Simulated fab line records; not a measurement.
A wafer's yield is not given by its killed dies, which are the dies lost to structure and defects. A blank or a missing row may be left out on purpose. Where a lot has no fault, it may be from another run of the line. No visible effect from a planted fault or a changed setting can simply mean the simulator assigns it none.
fab line records :: flow berkeley_cmos170 :: part 2 of 2: steps 31 to 43 of 43
record
  lots=5
  wafers=15
  last_day=11
route steps=331 shown V1@261 M2@271 V2@292
lots untouched by any fault: they come from a run of this same line in which no faults occurred
start_h: hours from the record's first day to the start of the lot's first wafer shown :: wait_h: hours from the lot's prior step to this one :: " unchanged from the row above :: L1.1+2: a single row standing in for several wafers :: - no value present, or no start provided :: * or withheld: withheld :: < > ~ a bound
route shown NAME@n: a module of which the file shows steps, and the number in the route of the first :: usual: mean/standard deviation taken from wafers without a fault :: same: alike in all rows :: chamber/n: place in a boat :: sites: the reading at each site :: _std_site: the standard deviation of these :: _edge_site: the outer-site mean with the inner-site mean subtracted :: radius_mm: how far each site lies from the wafer's centre :: mask NAME#n: copy n :: behind: the most recent tool/chamber to have shaped the wafer :: hold: reason for holding the lot/hours on hold/outcome of the hold :: device: which transistor (n, p or np) failed to switch :: end of line: the same wafers' tests at the end of the route :: a step with no rows: only its recipe :: killed: count of dies lost to structure and defects at first sort (not the wafer's yield) :: map: a wafer's dies, marking killed ones x, the rest . and places with no die _
set.NAME: setting as actually run; set.NAME@STEP: the setting as run at that earlier step :: model.NAME: the simulator's own value behind a step, which no gauge read
lots seen at some steps along the route; tables by step, rows by wafer
services: a tool's chamber out of use, with start hour (start_h, from the record's first day; less than 0 if before it), hours out, and reason
## steps
# step UCB170_M2_CD_MEAS_90
# recipe
  target_cd_nm=700
# usual
  cd_nm=699.6/2.6
lot.wafer: L075.1
tool: cd_sem-01
chamber: -
start_h: 183.19
wait_h: 0.1
cd_nm: 697.6

lot.wafer: L075.5
tool: cd_sem-01
chamber: -
start_h: 183.19
wait_h: 0.1
cd_nm: 696.2

lot.wafer: L075.6
tool: cd_sem-01
chamber: -
start_h: 183.19
wait_h: 0.1
cd_nm: 699.1

lot.wafer: L080.1
tool: cd_sem-02
chamber: -
start_h: 205.93
wait_h: 0.1
cd_nm: 700.1

lot.wafer: L080.3
tool: cd_sem-02
chamber: -
start_h: 205.93
wait_h: 0.1
cd_nm: 702.4

lot.wafer: L080.4
tool: cd_sem-02
chamber: -
start_h: 205.93
wait_h: 0.1
cd_nm: 700.8

lot.wafer: L079.2
tool: cd_sem-02
chamber: -
start_h: 206.50
wait_h: 0.1
cd_nm: 698.8

lot.wafer: L079.4
tool: cd_sem-02
chamber: -
start_h: 206.50
wait_h: 0.1
cd_nm: 698.1

lot.wafer: L079.6
tool: cd_sem-02
chamber: -
start_h: 206.50
wait_h: 0.1
cd_nm: 702.3

lot.wafer: L092.2
tool: cd_sem-01
chamber: -
start_h: 261.35
wait_h: 0.1
cd_nm: 699.5

lot.wafer: L092.3
tool: cd_sem-01
chamber: -
start_h: 261.35
wait_h: 0.1
cd_nm: 699.1

lot.wafer: L092.6
tool: cd_sem-01
chamber: -
start_h: 261.35
wait_h: 0.1
cd_nm: 698.3

lot.wafer: L093.3
tool: cd_sem-01
chamber: -
start_h: 262.63
wait_h: 0.1
cd_nm: 703.0

lot.wafer: L093.5
tool: cd_sem-01
chamber: -
start_h: 262.63
wait_h: 0.1
cd_nm: 702.8

lot.wafer: L093.6
tool: cd_sem-01
chamber: -
start_h: 262.63
wait_h: 0.1
cd_nm: 703.0
# step UCB170_V2_CVD_00
# recipe
  material=SiO2
  target_thk_nm=2000
  temp_c=390
  precursor=TEOS/O2
  time_s=250
  rf_w=550
  pressure_mtorr=9000
# usual
  heater_power_w=255/62
  rf_fwd_power_W=548.3/1.5
lot.wafer: L075.1
tool: pecvd-02
chamber: 1
start_h: 183.31
wait_h: 0.1
heater_power_w: 429
rf_fwd_power_W: 547.4

lot.wafer: L075.5
tool: pecvd-02
chamber: 2
start_h: 183.31
wait_h: 0.1
heater_power_w: 176
rf_fwd_power_W: 549.7

lot.wafer: L075.6
tool: pecvd-02
chamber: 1
start_h: 183.31
wait_h: 0.1
heater_power_w: 323
rf_fwd_power_W: 548.0

lot.wafer: L080.1
tool: pecvd-04
chamber: 2
start_h: 206.05
wait_h: 0.1
heater_power_w: 325
rf_fwd_power_W: 550.5

lot.wafer: L080.3
tool: pecvd-04
chamber: 1
start_h: 206.05
wait_h: 0.1
heater_power_w: 239
rf_fwd_power_W: 548.2

lot.wafer: L080.4
tool: pecvd-04
chamber: 2
start_h: 206.05
wait_h: 0.1
heater_power_w: 252
rf_fwd_power_W: 546.4

lot.wafer: L079.2
tool: pecvd-01
chamber: 0
start_h: 206.60
wait_h: 0.1
heater_power_w: 266
rf_fwd_power_W: 549.2

lot.wafer: L079.4
tool: pecvd-01
chamber: 0
start_h: 206.60
wait_h: 0.1
heater_power_w: 202
rf_fwd_power_W: 550.8

lot.wafer: L079.6
tool: pecvd-01
chamber: 1
start_h: 206.60
wait_h: 0.1
heater_power_w: 185
rf_fwd_power_W: 549.6

lot.wafer: L092.2
tool: pecvd-02
chamber: 2
start_h: 261.45
wait_h: 0.1
heater_power_w: 229
rf_fwd_power_W: 546.3

lot.wafer: L092.3
tool: pecvd-02
chamber: 0
start_h: 261.45
wait_h: 0.1
heater_power_w: 214
rf_fwd_power_W: 546.5

lot.wafer: L092.6
tool: pecvd-02
chamber: 2
start_h: 261.45
wait_h: 0.1
heater_power_w: 175
rf_fwd_power_W: 547.7

lot.wafer: L093.3
tool: pecvd-04
chamber: 1
start_h: 262.71
wait_h: 0.1
heater_power_w: 247
rf_fwd_power_W: 547.0

lot.wafer: L093.5
tool: pecvd-04
chamber: 1
start_h: 262.71
wait_h: 0.1
heater_power_w: 186
rf_fwd_power_W: 546.5

lot.wafer: L093.6
tool: pecvd-04
chamber: 0
start_h: 262.71
wait_h: 0.1
heater_power_w: 260
rf_fwd_power_W: 549.3
# step UCB170_V2_THK_MEAS_01
# recipe
  reads=SiO2_of_V2_CVD_00
# usual
  V2_TEOS_THK=2007/24
lot.wafer: L075.1
tool: film_metro-03
chamber: -
start_h: 183.46
wait_h: 0.1
V2_TEOS_THK[nm]: 1986

lot.wafer: L075.5
tool: film_metro-03
chamber: -
start_h: 183.46
wait_h: 0.1
V2_TEOS_THK[nm]: 2038

lot.wafer: L075.6
tool: film_metro-03
chamber: -
start_h: 183.46
wait_h: 0.1
V2_TEOS_THK[nm]: 2012

lot.wafer: L080.1
tool: film_metro-03
chamber: -
start_h: 206.20
wait_h: 0.1
V2_TEOS_THK[nm]: 1987

lot.wafer: L080.3
tool: film_metro-03
chamber: -
start_h: 206.20
wait_h: 0.1
V2_TEOS_THK[nm]: 1978

lot.wafer: L080.4
tool: film_metro-03
chamber: -
start_h: 206.20
wait_h: 0.1
V2_TEOS_THK[nm]: 2001

lot.wafer: L079.2
tool: film_metro-03
chamber: -
start_h: 206.76
wait_h: 0.1
V2_TEOS_THK[nm]: 2011

lot.wafer: L079.4
tool: film_metro-03
chamber: -
start_h: 206.76
wait_h: 0.1
V2_TEOS_THK[nm]: 2052

lot.wafer: L079.6
tool: film_metro-03
chamber: -
start_h: 206.76
wait_h: 0.1
V2_TEOS_THK[nm]: 2042

lot.wafer: L092.2
tool: film_metro-03
chamber: -
start_h: 261.61
wait_h: 0.1
V2_TEOS_THK[nm]: 2009

lot.wafer: L092.3
tool: film_metro-03
chamber: -
start_h: 261.61
wait_h: 0.1
V2_TEOS_THK[nm]: 2022

lot.wafer: L092.6
tool: film_metro-03
chamber: -
start_h: 261.61
wait_h: 0.1
V2_TEOS_THK[nm]: 2042

lot.wafer: L093.3
tool: film_metro-01
chamber: -
start_h: 262.88
wait_h: 0.1
V2_TEOS_THK[nm]: 1995

lot.wafer: L093.5
tool: film_metro-01
chamber: -
start_h: 262.88
wait_h: 0.1
V2_TEOS_THK[nm]: 2038

lot.wafer: L093.6
tool: film_metro-01
chamber: -
start_h: 262.88
wait_h: 0.1
V2_TEOS_THK[nm]: 2041
# step UCB170_V2_CMP_02
# recipe
  material=SiO2
  down_force_psi=6
  platen_rpm=60
  pad_velocity_m_s=0.75398
# usual
  motor_current_A=16.1/2
  slurry_flow_ml_min=150.0/0.46
lot.wafer: L075.1
tool: cmp-02
chamber: 3
start_h: 183.67
wait_h: 0.2
motor_current_A: 14.8
slurry_flow_ml_min: 150.1

lot.wafer: L075.5
tool: cmp-02
chamber: 0
start_h: 183.67
wait_h: 0.2
motor_current_A: 13.4
slurry_flow_ml_min: 149.4

lot.wafer: L075.6
tool: cmp-02
chamber: 1
start_h: 183.67
wait_h: 0.2
motor_current_A: 14.5
slurry_flow_ml_min: 149.3

lot.wafer: L080.4
tool: cmp-02
chamber: 3
start_h: 206.26
wait_h: 0.0
motor_current_A: 16.2
slurry_flow_ml_min: 150.3

lot.wafer: L080.1
tool: cmp-02
chamber: 0
start_h: 206.26
wait_h: 0.0
motor_current_A: 13.6
slurry_flow_ml_min: 151.5

lot.wafer: L080.3
tool: cmp-02
chamber: 1
start_h: 206.26
wait_h: 0.0
motor_current_A: 15.4
slurry_flow_ml_min: 148.6

lot.wafer: L079.4
tool: cmp-02
chamber: 0
start_h: 206.81
wait_h: 0.0
motor_current_A: 14.2
slurry_flow_ml_min: 151.2

lot.wafer: L079.2
tool: cmp-02
chamber: 1
start_h: 206.81
wait_h: 0.0
motor_current_A: 14.2
slurry_flow_ml_min: 150.5

lot.wafer: L079.6
tool: cmp-02
chamber: 1
start_h: 206.81
wait_h: 0.0
motor_current_A: 15.0
slurry_flow_ml_min: 150.1

lot.wafer: L092.2
tool: cmp-02
chamber: 3
start_h: 261.76
wait_h: 0.1
motor_current_A: 15.2
slurry_flow_ml_min: 149.7

lot.wafer: L092.3
tool: cmp-02
chamber: 0
start_h: 261.76
wait_h: 0.1
motor_current_A: 13.1
slurry_flow_ml_min: 150.0

lot.wafer: L092.6
tool: cmp-02
chamber: 2
start_h: 261.76
wait_h: 0.1
motor_current_A: 18.2
slurry_flow_ml_min: 149.9

lot.wafer: L093.3
tool: cmp-01
chamber: 3
start_h: 262.92
wait_h: 0.0
motor_current_A: 17.3
slurry_flow_ml_min: 150.7

lot.wafer: L093.6
tool: cmp-01
chamber: 3
start_h: 262.92
wait_h: 0.0
motor_current_A: 17.2
slurry_flow_ml_min: 150.3

lot.wafer: L093.5
tool: cmp-01
chamber: 0
start_h: 262.92
wait_h: 0.0
motor_current_A: 14.7
slurry_flow_ml_min: 149.8
# step UCB170_V2_BOW_MEAS_03
# recipe
  mode=bow
# usual
  V2_BOW=36/7.2
lot.wafer: L075.1
tool: film_metro-03
chamber: -
start_h: 183.82
wait_h: 0.1
V2_BOW[um]: 42

lot.wafer: L075.5
tool: film_metro-03
chamber: -
start_h: 183.82
wait_h: 0.1
V2_BOW[um]: 43

lot.wafer: L075.6
tool: film_metro-03
chamber: -
start_h: 183.82
wait_h: 0.1
V2_BOW[um]: 42

lot.wafer: L080.1
tool: film_metro-01
chamber: -
start_h: 206.56
wait_h: 0.2
V2_BOW[um]: 32

lot.wafer: L080.3
tool: film_metro-01
chamber: -
start_h: 206.56
wait_h: 0.2
V2_BOW[um]: 36

lot.wafer: L080.4
tool: film_metro-01
chamber: -
start_h: 206.56
wait_h: 0.2
V2_BOW[um]: 30

lot.wafer: L079.2
tool: film_metro-01
chamber: -
start_h: 207.13
wait_h: 0.2
V2_BOW[um]: 36

lot.wafer: L079.4
tool: film_metro-01
chamber: -
start_h: 207.13
wait_h: 0.2
V2_BOW[um]: 26

lot.wafer: L079.6
tool: film_metro-01
chamber: -
start_h: 207.13
wait_h: 0.2
V2_BOW[um]: 26

lot.wafer: L092.2
tool: film_metro-02
chamber: -
start_h: 261.98
wait_h: 0.2
V2_BOW[um]: 41

lot.wafer: L092.3
tool: film_metro-02
chamber: -
start_h: 261.98
wait_h: 0.2
V2_BOW[um]: 24

lot.wafer: L092.6
tool: film_metro-02
chamber: -
start_h: 261.98
wait_h: 0.2
V2_BOW[um]: 47

lot.wafer: L093.3
tool: film_metro-03
chamber: -
start_h: 263.26
wait_h: 0.3
V2_BOW[um]: 37

lot.wafer: L093.5
tool: film_metro-03
chamber: -
start_h: 263.26
wait_h: 0.3
V2_BOW[um]: 34

lot.wafer: L093.6
tool: film_metro-03
chamber: -
start_h: 263.26
wait_h: 0.3
V2_BOW[um]: 46
# step UCB170_V2_THK_MEAS_04
# recipe
  reads=SiO2_of_V2_CVD_00
# usual
  V2_POLISHED_THK=1000.1/1
lot.wafer: L075.1
tool: film_metro-03
chamber: -
start_h: 183.94
wait_h: 0.1
V2_POLISHED_THK[nm]: 998.7

lot.wafer: L075.5
tool: film_metro-03
chamber: -
start_h: 183.94
wait_h: 0.1
V2_POLISHED_THK[nm]: 998.6

lot.wafer: L075.6
tool: film_metro-03
chamber: -
start_h: 183.94
wait_h: 0.1
V2_POLISHED_THK[nm]: 999.0

lot.wafer: L080.1
tool: film_metro-01
chamber: -
start_h: 206.68
wait_h: 0.1
V2_POLISHED_THK[nm]: 1002.5

lot.wafer: L080.3
tool: film_metro-01
chamber: -
start_h: 206.68
wait_h: 0.1
V2_POLISHED_THK[nm]: 1000.3

lot.wafer: L080.4
tool: film_metro-01
chamber: -
start_h: 206.68
wait_h: 0.1
V2_POLISHED_THK[nm]: 998.6

lot.wafer: L079.2
tool: film_metro-01
chamber: -
start_h: 207.24
wait_h: 0.1
V2_POLISHED_THK[nm]: 1001.3

lot.wafer: L079.4
tool: film_metro-01
chamber: -
start_h: 207.24
wait_h: 0.1
V2_POLISHED_THK[nm]: 999.8

lot.wafer: L079.6
tool: film_metro-01
chamber: -
start_h: 207.24
wait_h: 0.1
V2_POLISHED_THK[nm]: 1000.4

lot.wafer: L092.2
tool: film_metro-02
chamber: -
start_h: 262.09
wait_h: 0.1
V2_POLISHED_THK[nm]: 1000.1

lot.wafer: L092.3
tool: film_metro-02
chamber: -
start_h: 262.09
wait_h: 0.1
V2_POLISHED_THK[nm]: 998.4

lot.wafer: L092.6
tool: film_metro-02
chamber: -
start_h: 262.09
wait_h: 0.1
V2_POLISHED_THK[nm]: 999.8

lot.wafer: L093.3
tool: film_metro-03
chamber: -
start_h: 263.36
wait_h: 0.1
V2_POLISHED_THK[nm]: 1001.3

lot.wafer: L093.5
tool: film_metro-03
chamber: -
start_h: 263.36
wait_h: 0.1
V2_POLISHED_THK[nm]: 1000.7

lot.wafer: L093.6
tool: film_metro-03
chamber: -
start_h: 263.36
wait_h: 0.1
V2_POLISHED_THK[nm]: 1000.2
# step UCB170_V2_CLEAN_05
# recipe
  chemistry=DIW
lot.wafer: L075.1+5+6
tool: wet_bench-01
chamber: 2
start_h: 184.01
wait_h: 0.1

lot.wafer: L080.1+3+4
tool: wet_bench-01
chamber: 3
start_h: 206.74
wait_h: 0.1

lot.wafer: L079.2+4+6
tool: wet_bench-03
chamber: 2
start_h: 207.29
wait_h: 0.0

lot.wafer: L092.2+3+6
tool: wet_bench-01
chamber: 0
start_h: 262.14
wait_h: 0.0

lot.wafer: L093.3+5+6
tool: wet_bench-01
chamber: 1
start_h: 263.40
wait_h: 0.0
# step UCB170_V2_HMDS_06
# recipe
  prime_time_s=60
  prime_temp_c=100
lot.wafer: L075.1+5+6
tool: litho_track-02
chamber: 0
start_h: 185.71
wait_h: 1.5

lot.wafer: L080.1+3+4
tool: litho_track-04
chamber: 0
start_h: 206.93
wait_h: 0.0

lot.wafer: L079.2+4+6
tool: litho_track-02
chamber: 0
start_h: 207.75
wait_h: 0.3

lot.wafer: L092.2+3+6
tool: litho_track-04
chamber: 0
start_h: 262.36
wait_h: 0.0

lot.wafer: L093.3+5+6
tool: litho_track-01
chamber: 0
start_h: 264.16
wait_h: 0.6
# step UCB170_V2_COAT_07
# recipe
  resist=KrF
  spin_rpm=1500
  resist_thk_nm=900
lot.wafer: L075.1+5+6
tool: litho_track-02
chamber: 0
start_h: 185.86
wait_h: 0.1

lot.wafer: L080.1+3+4
tool: litho_track-04
chamber: 0
start_h: 207.08
wait_h: 0.1

lot.wafer: L079.2+4+6
tool: litho_track-02
chamber: 0
start_h: 207.90
wait_h: 0.1

lot.wafer: L092.2+3+6
tool: litho_track-04
chamber: 0
start_h: 262.51
wait_h: 0.1

lot.wafer: L093.3+5+6
tool: litho_track-01
chamber: 0
start_h: 264.31
wait_h: 0.1
# step UCB170_V2_SOFTBAKE_08
# recipe
  resist=KrF
  temp_c=130
  time_s=60
lot.wafer: L075.1+5+6
tool: litho_track-02
chamber: 0
start_h: 186.01
wait_h: 0.1

lot.wafer: L080.1+3+4
tool: litho_track-04
chamber: 0
start_h: 207.23
wait_h: 0.1

lot.wafer: L079.2+4+6
tool: litho_track-02
chamber: 0
start_h: 208.05
wait_h: 0.1

lot.wafer: L092.2+3+6
tool: litho_track-04
chamber: 0
start_h: 262.66
wait_h: 0.1

lot.wafer: L093.3+5+6
tool: litho_track-01
chamber: 0
start_h: 264.46
wait_h: 0.1
# step UCB170_V2_EXPOSE_09
# recipe
  mask_id=VIA2
  target_cd_nm=700
  na=0.5
  sigma_outer=0.6
  source_shape=conventional
  dose_mj=37
lot.wafer: L075.1+5+6
tool: krf_scanner-02
chamber: 0
start_h: -
wait_h: -
mask: VIA2#0

lot.wafer: L080.1+3+4
tool: krf_scanner-02
chamber: 0
start_h: 207.51
wait_h: 0.2
mask: VIA2#0

lot.wafer: L079.2+4+6
tool: krf_scanner-01
chamber: 0
start_h: 208.32
wait_h: 0.2
mask: VIA2#0

lot.wafer: L092.2+3+6
tool: krf_scanner-01
chamber: 0
start_h: 262.93
wait_h: 0.2
mask: VIA2#0

lot.wafer: L093.3+5+6
tool: krf_scanner-01
chamber: 0
start_h: 264.60
wait_h: 0.1
mask: VIA2#0
# step UCB170_V2_PEB_10
# recipe
  peb_temp_c=130
  peb_time_s=withheld
  resist=KrF
lot.wafer: L075.1+5+6
tool: litho_track-01
chamber: 0
start_h: -
wait_h: -

lot.wafer: L080.1+3+4
tool: litho_track-02
chamber: 0
start_h: 208.17
wait_h: 0.6

lot.wafer: L079.2+4+6
tool: litho_track-02
chamber: 0
start_h: 208.75
wait_h: 0.4

lot.wafer: L092.2+3+6
tool: litho_track-04
chamber: 0
start_h: 263.05
wait_h: 0.1

lot.wafer: L093.3+5+6
tool: litho_track-04
chamber: 0
start_h: 265.08
wait_h: 0.5
# step UCB170_V2_DEVELOP_11
# recipe
  developer=TMAH
  develop_time_s=45
  resist=KrF
  dev_temp_c=21
lot.wafer: L075.1+5+6
tool: litho_track-01
chamber: 0
start_h: -
wait_h: -

lot.wafer: L080.1+3+4
tool: litho_track-02
chamber: 0
start_h: -
wait_h: -

lot.wafer: L079.2+4+6
tool: litho_track-02
chamber: 0
start_h: -
wait_h: -

lot.wafer: L092.2+3+6
tool: litho_track-04
chamber: 0
start_h: -
wait_h: -

lot.wafer: L093.3+5+6
tool: litho_track-04
chamber: 0
start_h: -
wait_h: -
## services
tool: cmp-01
chamber: -
start_h: 154.60
hours: 3.0
kind: repair

tool: plasma_asher-01
chamber: -
start_h: 157.65
hours: 0.6
kind: repair

tool: plasma_asher-02
chamber: -
start_h: 158.13
hours: 6.6
kind: pm

tool: rie_diel-04
chamber: 1
start_h: 165.43
hours: 3.0
kind: repair

tool: pecvd-04
chamber: -
start_h: 172.65
hours: 3.1
kind: repair

tool: rie_metal-02
chamber: 1
start_h: 175.15
hours: 1.2
kind: repair

tool: krf_scanner-02
chamber: -
start_h: 187.76
hours: 0.4
kind: repair

tool: krf_scanner-02
chamber: -
start_h: 193.20
hours: 0.8
kind: pm

tool: krf_scanner-01
chamber: -
start_h: 194.13
hours: 0.8
kind: pm

tool: krf_scanner-02
chamber: -
start_h: 194.90
hours: 1.0
kind: pm

tool: rie_metal-01
chamber: 0
start_h: 210.11
hours: 19.3
kind: repair

tool: rie_diel-03
chamber: 2
start_h: 218.54
hours: 1.2
kind: repair

tool: pvd_sputter-03
chamber: -
start_h: 223.96
hours: 1.4
kind: repair

tool: cmp-02
chamber: -
start_h: 226.80
hours: 1.3
kind: repair

tool: pvd_sputter-04
chamber: -
start_h: 228.90
hours: 6.1
kind: repair

tool: krf_scanner-01
chamber: -
start_h: 229.34
hours: 1.0
kind: pm

tool: cmp-02
chamber: -
start_h: 232.02
hours: 4.0
kind: pm

tool: pecvd-02
chamber: -
start_h: 242.50
hours: 14.0
kind: pm

tool: plasma_asher-03
chamber: -
start_h: 247.36
hours: 0.5
kind: repair

tool: rie_diel-04
chamber: 0
start_h: 253.11
hours: 6.5
kind: repair

tool: rie_metal-02
chamber: -
start_h: 258.01
hours: 0.8
kind: repair

tool: rie_diel-04
chamber: 2
start_h: 259.17
hours: 15.0
kind: repair

tool: krf_scanner-02
chamber: -
start_h: 264.59
hours: 1.3
kind: pm

tool: rie_diel-03
chamber: 0
start_h: 265.08
hours: 14.3
kind: repair
